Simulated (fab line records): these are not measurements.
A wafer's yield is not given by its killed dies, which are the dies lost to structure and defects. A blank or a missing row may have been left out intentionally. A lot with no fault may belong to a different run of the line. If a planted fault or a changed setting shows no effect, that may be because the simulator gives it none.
Which tool did it?    flow berkeley cmos170    13 lots, 39 wafers sampled, at 4 steps of a route of 331

## WHAT EACH GAUGE READ, for each wafer
UCB170_PWELL_THK_MEAS_06.
lot   measured     on             PWELL_NITRIDE_THK (nm)
L648  day 3 05:47  film metro-04  217.9 218.7 216.3
L649  day 3 12:56  film metro-04  218.8 222.0 221.8
L652  day 4 05:42  film metro-04  219.1 216.7 217.8
L654  day 4 14:08  film metro-04  221.3 222.1 221.8
L653  day 4 14:08  film metro-01  222.0 222.5 220.9
L655  day 4 14:11  film metro-03  219.3 221.4 219.0
L656  day 4 14:08  film metro-03  223.4 225.1 226.8
L657  day 4 23:17  film metro-04  219.2 217.3 217.7
L659  day 5 11:28  film metro-03  220.6 218.3 221.4
L660  day 5 18:44  film metro-01  215.9 217.9 217.4
L662  day 6 03:01  film metro-03  220.0 219.9 219.3
L665  day 7 02:02  film metro-04  223.4 222.7 220.7
L668  day 7 09:54  film metro-04  219.5 218.0 218.7

UCB170_ACTIVE_THK_MEAS_03.
lot   measured     on             ACTIVE_OXIDE_THK (nm)
L648  day 4 01:47  film metro-01  25.9 25.7 25.9
L649  day 4 10:47  film metro-02  27.0 26.9 26.9
L652  day 5 02:04  film metro-02  27.4 27.0 27.7
L654  day 5 12:22  film metro-02  25.6 26.1 25.9
L653  day 5 12:24  film metro-03  26.2 26.7 26.1
L655  day 5 17:33  film metro-03  25.7 25.6 25.8
L656  day 5 12:17  film metro-02  26.3 26.3 26.4
L657  day 5 23:12  film metro-03  26.9 27.0 26.8
L659  day 6 07:38  film metro-03  26.5 26.8 26.7
L660  day 6 18:05  film metro-03  26.1 26.4 26.6
L662  day 7 04:49  film metro-02  26.7 26.3 26.3
L665  day 7 17:28  film metro-03  26.0 25.9 26.0
L668  day 8 04:30  film metro-01  25.6 26.0 26.2

## WHAT TOOL EACH LOT RAN ON (gives the tool, then ch and the chambers of the sampled wafers, and finally the start)
lot   UCB170_ZERO_ETCH_06                UCB170_NWELL_ETCH_13
L648  rie diel-03 ch 0,1,3, day 2 02:20  rie diel-03 ch 1,2,3, day 2 12:22
L649  rie diel-02 ch 1,2,3, day 2 07:26  rie diel-01 ch 0,2,3, day 2 19:03
L652  rie diel-04 ch 1,3, day 3 00:04    rie diel-04 ch 2,3, day 3 12:39
L654  rie diel-03 ch 0,2,3, day 3 08:20  rie diel-04 ch 0,2,3, day 3 18:53
L653  rie diel-04 ch 2,3, day 3 08:32    rie diel-01 ch 0,1,2, day 3 18:39
L655  rie diel-03 ch 0,2,3, day 3 14:08  rie diel-01 ch 0,2,3, day 3 23:24
L656  rie diel-04 ch 0,1,2, day 3 16:55  rie diel-01 ch 2,3, day 4 02:22
L657  rie diel-02 ch 1,2, day 3 21:53    rie diel-01 ch 0,1, day 4 09:36
L659  rie diel-03 ch 0,1,2, day 4 10:29  rie diel-01 ch 0,1,2, day 4 21:56
L660  rie diel-04 ch 0,1,3, day 4 15:22  rie diel-01 ch 0,2, day 5 02:44
L662  rie diel-04 ch 0,1,2, day 4 21:29  rie diel-04 ch 1,2, day 5 09:07
L665  rie diel-04 ch 0,1,2, day 5 14:40  rie diel-04 ch 0,1,3, day 6 04:45
L668  rie diel-04 ch 0,1,2, day 6 07:39  rie diel-01 ch 0,1,3, day 6 16:22
- UCB170_ZERO_ETCH_06: etches SiO2 in CHF3/CF4/Ar, time 12 s.
- UCB170_NWELL_ETCH_13: etches Si3N4 in CH3F/Ar/O2, stops on SiO2, target depth 246.4 nm, time 154 s.

## WHAT THE TOOLS THEMSELVES READ (means of the sampled wafers that have a number; where no wafer has one, the mark that the record gives instead)
UCB170_ZERO_ETCH_06.
lot   tool         CHF3_flow_sccm (sccm)  cf4 flow sccm (sccm)  drypump motor current A (A)  mfc ar sccm (sccm)  oes product au (a.u.)  rf fwd power W (W)  throttle valve pct (%)
L648  rie diel-03  50.10                  10.005                5.7                          119.7               0.616                  491.0               9.25
L649  rie diel-02  49.95                  9.992                 5.7                          120.0               0.620                  490.9               9.29
L652  rie diel-04  49.96                  10.020                6.0                          120.2               0.625                  489.9               9.21
L654  rie diel-03  50.00                  9.989                 5.8                          119.9               0.618                  490.4               9.19
L653  rie diel-04  49.96                  9.994                 6.3                          119.8               0.617                  490.5               9.11
L655  rie diel-03  50.04                  10.016                5.7                          120.2               0.617                  490.9               9.19
L656  rie diel-04  49.91                  9.975                 5.7                          120.2               0.620                  489.2               9.14
L657  rie diel-02  49.85                  10.010                5.4                          120.2               0.612                  492.7               9.30
L659  rie diel-03  49.96                  9.977                 5.5                          120.1               0.626                  488.7               9.24
L660  rie diel-04  50.08                  9.977                 5.9                          120.2               0.616                  492.2               9.20
L662  rie diel-04  50.05                  9.987                 5.7                          119.8               0.620                  491.0               9.15
L665  rie diel-04  50.01                  10.026                5.7                          120.1               0.619                  489.5               9.14
L668  rie diel-04  50.10                  9.983                 5.7                          119.8               0.616                  489.0               9.14

UCB170_NWELL_ETCH_13.
lot   tool         drypump motor current A (A)  mfc ar sccm (sccm)  oes product au (a.u.)  rf fwd power W (W)  throttle valve pct (%)
L648  rie diel-03  5.7                          49.99               0.948                  448.8               7.93
L649  rie diel-01  5.5                          50.04               0.947                  448.5               8.13
L652  rie diel-04  6.3                          50.28               0.931                  447.4               7.94
L654  rie diel-04  6.0                          50.17               0.936                  447.6               7.97
L653  rie diel-01  5.4                          49.90               0.934                  447.9               8.06
L655  rie diel-01  5.5                          49.97               0.922                  448.4               8.12
L656  rie diel-01  5.7                          49.95               0.934                  448.2               8.26
L657  rie diel-01  5.2                          50.06               0.956                  447.9               7.92
L659  rie diel-01  5.4                          50.00               0.956                  449.2               8.06
L660  rie diel-01  5.1                          49.89               0.935                  448.2               8.05
L662  rie diel-04  5.8                          50.05               0.960                  448.8               7.96
L665  rie diel-04  5.8                          50.06               0.936                  447.6               8.02
L668  rie diel-01  5.6                          49.91               0.937                  448.5               7.98

## THE ANSWER, worked out from the rows above alone
Rule: the usual values come from the lots themselves. The widest of any qualifying gaps counts: lots, ordered by their means at a reading, are off when they make up no more than a third of the lots, leave a main group of 4 or more, and stand apart from it by 3 or more times the standard deviation of that group's means. The tables above print the reading to a certain number of digits; a main group whose means all agree to those digits is not used. Also off: a lot with no number at a reading for which 4 or more lots have one. The other lots that the step has rows for count as sound. First the gauges in route order, then the tools' own readings, where a lot's mean is used as printed above. The first step at which some lot is off is used, and at that step the reading that is off furthest; a lot without a number counts as furthest.
No lot is off on any of the readings shown, so nothing can be concluded from this.

## WHAT THE SIMULATOR PUT IN
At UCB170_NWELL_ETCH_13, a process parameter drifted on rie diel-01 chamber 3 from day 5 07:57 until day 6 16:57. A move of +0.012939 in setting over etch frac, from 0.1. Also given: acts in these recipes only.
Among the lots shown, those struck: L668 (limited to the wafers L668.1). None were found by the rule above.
